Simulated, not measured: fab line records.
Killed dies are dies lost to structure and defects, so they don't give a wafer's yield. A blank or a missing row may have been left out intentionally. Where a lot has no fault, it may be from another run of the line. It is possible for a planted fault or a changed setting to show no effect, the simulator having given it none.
Which of the tools did it?	flow berkeley cmos170	16 lots with 48 wafers sampled at 4 steps, on a route of 331 steps

WHAT THE GAUGES READ, wafer by wafer
UCB170_M2_CD_MEAS_15: the cd target is 700 nm. Usual: cd nm at 700.1 nm, with a standard deviation of 1.4.
lot	measured	on	cd nm (nm)	flag
L295	day 8 23:08	cd sem-02	700.8 700.9 700.9	
L298	day 9 11:16	cd sem-02	699.5 699.3 700.7	
L299	day 9 18:31	cd sem-02	702.9 702.5 702.2	
L300	day 10 04:37	cd sem-01	701.6 701.5 701.6	
L303	day 10 08:01	cd sem-02	700.7 699.8 700.6	
L302	day 10 11:04	cd sem-01	701.0 700.2 698.1	
L306	day 10 19:31	cd sem-01	700.7 698.6 698.7	
L309	day 11 07:42	cd sem-02	700.0 700.4 700.9	
L307	day 11 10:24	cd sem-01	698.6 699.5 700.4	
L308	day 11 10:02	cd sem-02	698.9 699.0 697.5	
L311	day 12 08:47	cd sem-02	699.4 699.1 698.6	
L312	day 12 10:56	cd sem-01	703.0 702.3 703.7	
L313	day 12 14:41	cd sem-01	699.8 699.6 700.9	
L314	day 12 16:54	cd sem-01	700.6 698.3 699.2	
L315	day 13 19:25	cd sem-02	699.9 699.5 699.4	
L317	day 13 23:32	cd sem-01	701.6 701.5 701.3	

UCB170_V2_CD_MEAS_90: the cd target is 700 nm. Usual: cd nm at 699.6 nm, with a standard deviation of 1.4.
lot	measured	on	cd nm (nm)	flag
L295	day 9 02:05	cd sem-01	699.8 699.8 701.4	
L298	day 9 14:10	cd sem-02	699.5 700.5 699.2	
L299	day 9 21:17	cd sem-01	697.7 698.3 697.3	
L300	day 10 08:44	cd sem-01	701.9 701.5 700.5	
L303	day 10 11:16	cd sem-02	699.8 700.5 699.7	
L302	day 10 14:43	cd sem-02	699.5 699.0 697.4	
L306	day 10 22:17	cd sem-02	700.8 701.3 700.5	
L309	day 11 10:46	cd sem-01	699.8 700.0 702.0	
L307	day 11 14:01	cd sem-02	697.0 697.4 696.8	
L308	day 11 13:45	cd sem-01	698.1 699.6 697.5	
L311	day 12 12:13	cd sem-01	699.9 699.8 700.0	
L312	day 12 14:21	cd sem-01	699.1 699.7 698.1	
L313	day 12 18:01	cd sem-01	700.2 699.5 700.5	
L314	day 12 20:05	cd sem-01	700.1 698.6 699.5	
L315	day 13 22:55	cd sem-01	699.8 699.6 700.6	
L317	day 14 03:20	cd sem-02	703.0 704.0 703.4	

WHAT TOOL EACH LOT RAN ON (gives the tool, then ch and the chambers of the sampled wafers, and finally the start)
lot	UCB170_CONTACT_STRIP_19	UCB170_V1_CMP_02
L295	plasma asher-02 ch 0, day 8 09:14	cmp-01 ch 1,2, day 8 18:46
L298	plasma asher-01 ch 1, day 9 03:22	cmp-01 ch 1,2, day 9 06:56
L299	plasma asher-02 ch 0,1, day 9 10:25	cmp-02 ch 0,2,3, day 9 14:11
L300	plasma asher-03 ch 0, day 9 19:41	cmp-02 ch 0,1,2, day 9 23:24
L303	plasma asher-02 ch 0,1, day 9 21:36	cmp-01 ch 1,2,3, day 10 01:31
L302	plasma asher-03 ch 0,1, day 9 23:13	cmp-01 ch 0,3, day 10 04:14
L306	plasma asher-03 ch 0,1, day 10 10:53	cmp-02 ch 0,1,3, day 10 14:32
L309	plasma asher-01 ch 0,1, day 10 23:12	cmp-02 ch 0,2,3, day 11 03:38
L307	plasma asher-01 ch 0,1, day 10 23:43	cmp-01 ch 0,2,3, day 11 05:04
L308	plasma asher-03 ch 0,1, day 11 01:08	cmp-02 ch 0,3, day 11 05:01
L311	plasma asher-01 ch 0,1, day 11 22:25	cmp-02 ch 0,3, day 12 02:37
L312	plasma asher-03 ch 0,1, day 12 02:29	cmp-02 ch 1,2,3, day 12 06:13
L313	plasma asher-01 ch 0,1, day 12 04:50	cmp-02 ch 0,1,2, day 12 08:54
L314	plasma asher-03 ch 0,1, day 12 05:23	cmp-02 ch 0,1,3, day 12 10:07
L315	plasma asher-03 ch 0,1, day 13 06:46	cmp-02 ch 0,1,2, day 13 11:44
L317	plasma asher-03 ch 0,1, day 13 09:29	cmp-01 ch 1,2,3, day 13 14:38
- UCB170_CONTACT_STRIP_19: strips in O2.
- UCB170_V1_CMP_02: polishes SiO2.

WHAT THE TOOLS THEMSELVES READ (means of the sampled wafers that have a number; where no wafer has one, the mark that the record gives instead)
UCB170_CONTACT_STRIP_19. Usual: drypump motor current A 5.46 A, standard deviation 0.22; oes product au 0.726 a.u., standard deviation 0.0046.
lot	tool	drypump motor current A (A)	oes product au (a.u.)	flag
L295	plasma asher-02	5.17	0.728	
L298	plasma asher-01	5.44	0.723	
L299	plasma asher-02	5.66	0.730	
L300	plasma asher-03	5.52	0.735	
L303	plasma asher-02	5.65	0.723	
L302	plasma asher-03	5.41	0.728	
L306	plasma asher-03	5.40	0.727	
L309	plasma asher-01	5.41	0.727	
L307	plasma asher-01	5.41	0.726	
L308	plasma asher-03	5.44	0.722	
L311	plasma asher-01	5.41	0.725	
L312	plasma asher-03	5.44	0.723	
L313	plasma asher-01	5.41	0.719	
L314	plasma asher-03	5.45	0.725	
L315	plasma asher-03	5.42	0.726	
L317	plasma asher-03	5.46	0.730	

UCB170_V1_CMP_02. Usual: motor current A at 17.0 A, with a standard deviation of 1.3.
lot	tool	motor current A (A)	flag
L295	cmp-01	16.9	
L298	cmp-01	15.9	
L299	cmp-02	17.5	
L300	cmp-02	17.9	
L303	cmp-01	15.9	
L302	cmp-01	17.2	
L306	cmp-02	16.7	
L309	cmp-02	17.5	
L307	cmp-01	16.2	
L308	cmp-02	16.7	
L311	cmp-02	17.2	
L312	cmp-02	17.1	
L313	cmp-02	17.3	
L314	cmp-02	17.4	
L315	cmp-02	17.7	
L317	cmp-01	16.0	

THE ANSWER, worked out from the rows above alone
Rule: take the mean of a lot's wafers that have a number; if it is more than 3 standard deviations from the usual mean, the lot is off. Also off: a lot with no number at a reading for which 4 or more lots have one. The other lots that the step has rows for count as sound. First the gauges in route order, then the tools' own readings, where a lot's mean is used as printed above. At the first step where some lot is off, the reading lying furthest off is the one used; lots without a number count as furthest.
No lot is off on any of the readings shown, so nothing can be concluded from this.

WHAT HAD BEEN PUT IN BY THE SIMULATOR
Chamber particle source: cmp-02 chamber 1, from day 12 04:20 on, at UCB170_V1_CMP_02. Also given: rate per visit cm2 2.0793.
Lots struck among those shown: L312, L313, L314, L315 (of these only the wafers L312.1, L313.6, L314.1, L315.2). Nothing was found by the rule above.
